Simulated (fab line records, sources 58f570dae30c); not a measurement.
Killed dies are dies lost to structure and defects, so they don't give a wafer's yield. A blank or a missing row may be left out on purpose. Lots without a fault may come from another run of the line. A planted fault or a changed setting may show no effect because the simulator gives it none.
Split-lot experiment | flow berkeley_cmos170 | 5 lots, 23 wafers read, on a route of 331 steps

THE SPLIT
At UCB170_NVT_IMPLANT_07, the setting energy_kev was moved away from the recipe's 50 on 7 of the 23 wafers read, by -4.7% to +2.7%. The other wafers ran this setting at the recipe's value.

The reading is taken at the split's own step.

THE READING
implant.drp_nm (the simulator's own value, which no gauge read), in nm, at UCB170_NVT_IMPLANT_07. The file gives no usual value for it.

wafer  | tool, chamber at the split | energy_kev as run | against the recipe | implant.drp_nm, nm | against lot-mates on the recipe
L074.1 | implanter-04, 0            | 51.37             | +2.7%              | 18.94              | +0.37
L074.3 | implanter-04, 0            | 51.37             | +2.7%              | 18.94              | +0.37
L074.2 | implanter-04, 0            | 50                | recipe             | 18.57              | -
L074.5 | implanter-04, 0            | 50                | recipe             | 18.57              | -
L074.6 | implanter-04, 0            | 50                | recipe             | 18.57              | -
L077.2 | implanter-04, 0            | 50                | recipe             | 18.57              | -
L077.3 | implanter-04, 0            | 50                | recipe             | 18.57              | -
L077.4 | implanter-04, 0            | 50                | recipe             | 18.57              | -
L077.5 | implanter-04, 0            | 50                | recipe             | 18.57              | -
L077.6 | implanter-04, 0            | 50                | recipe             | 18.57              | -
L075.2 | implanter-04, 0            | 50                | recipe             | 18.57              | -
L075.3 | implanter-04, 0            | 50                | recipe             | 18.57              | -
L075.5 | implanter-04, 0            | 50                | recipe             | 18.57              | -
L085.1 | implanter-03, 0            | 47.65             | -4.7%              | 17.94              | -0.63
L085.3 | implanter-03, 0            | 47.65             | -4.7%              | 17.94              | -0.63
L085.2 | implanter-03, 0            | 50                | recipe             | 18.57              | -
L085.5 | implanter-03, 0            | 50                | recipe             | 18.57              | -
L085.6 | implanter-03, 0            | 50                | recipe             | 18.57              | -
L084.1 | implanter-02, 0            | 50                | recipe             | 18.57              | -
L084.3 | implanter-02, 0            | 50                | recipe             | 18.57              | -
L084.2 | implanter-02, 0            | 47.96             | -4.1%              | 18.02              | -0.55
L084.4 | implanter-02, 0            | 47.96             | -4.1%              | 18.02              | -0.55
L084.6 | implanter-02, 0            | 47.96             | -4.1%              | 18.02              | -0.55

THE FIT
A straight line over all 23 wafers: implant.drp_nm changes by +0.135 nm for each +1% of energy_kev; r = +1.00; the points scatter about the line by 0.00091 nm.
The same after taking each lot's own level away (the mean of its wafers on the recipe; 23 wafers): +0.135 nm for each +1%; r = +1.00; scatter 0.00091 nm.
On that fit, the largest move of energy_kev shifts the reading by 0.63 nm.
The lots' own levels span 18.570 to 18.570 nm.
So the lot-to-lot level changes the slope little: the two slopes agree.
Check: with one of the wafers moved furthest among these (-4.7%) left out of the fit, the line predicts -0.633 nm for it against its lot-mates. It came out at -0.63 nm against them.

OTHER SPLITS ON THESE WAFERS
These wafers also went through other splits before the reading. Each is held against what the fit with the lots' levels taken away leaves over:
other split on the same wafers         | wafers away from the commonest value | r with implant.drp_nm (lot level and that fit taken away)
UCB170_START_OXIDATION_02 ox_time_s    | 10                                   | +0.37
UCB170_NWELL_COAT_07 resist_thk_nm     | 10                                   | -0.39
UCB170_NWELL_IMPLANT_14 dose_cm2       | 7                                    | +0.14
UCB170_ACTIVE_CVD_05 time_s            | 15                                   | +0.00
UCB170_ACTIVE_DEVELOP_12 dev_temp_c    | 12                                   | +0.12
UCB170_PFIELD_IMPLANT_07 dose_cm2      | 7                                    | -0.48
UCB170_SCREENOX_OXIDATION_01 ox_time_s | 18                                   | +0.47

THE WHOLE CHAIN: every reading that the file lists as answering this split, in the file's order
step                  | what it does | reading                                                         | change (the file's fit)               | r (the file's)
UCB170_NVT_IMPLANT_07 |              | implant.rp_nm (the simulator's own value, which no gauge read)  | +0.366 nm for each +1% of the setting | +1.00
UCB170_NVT_IMPLANT_07 |              | implant.drp_nm (the simulator's own value, which no gauge read) | +0.134 nm for each +1% of the setting | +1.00

THE FILE'S OWN FIT
implant.drp_nm changes by +0.134 nm for each +1% of energy_kev, r = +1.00.
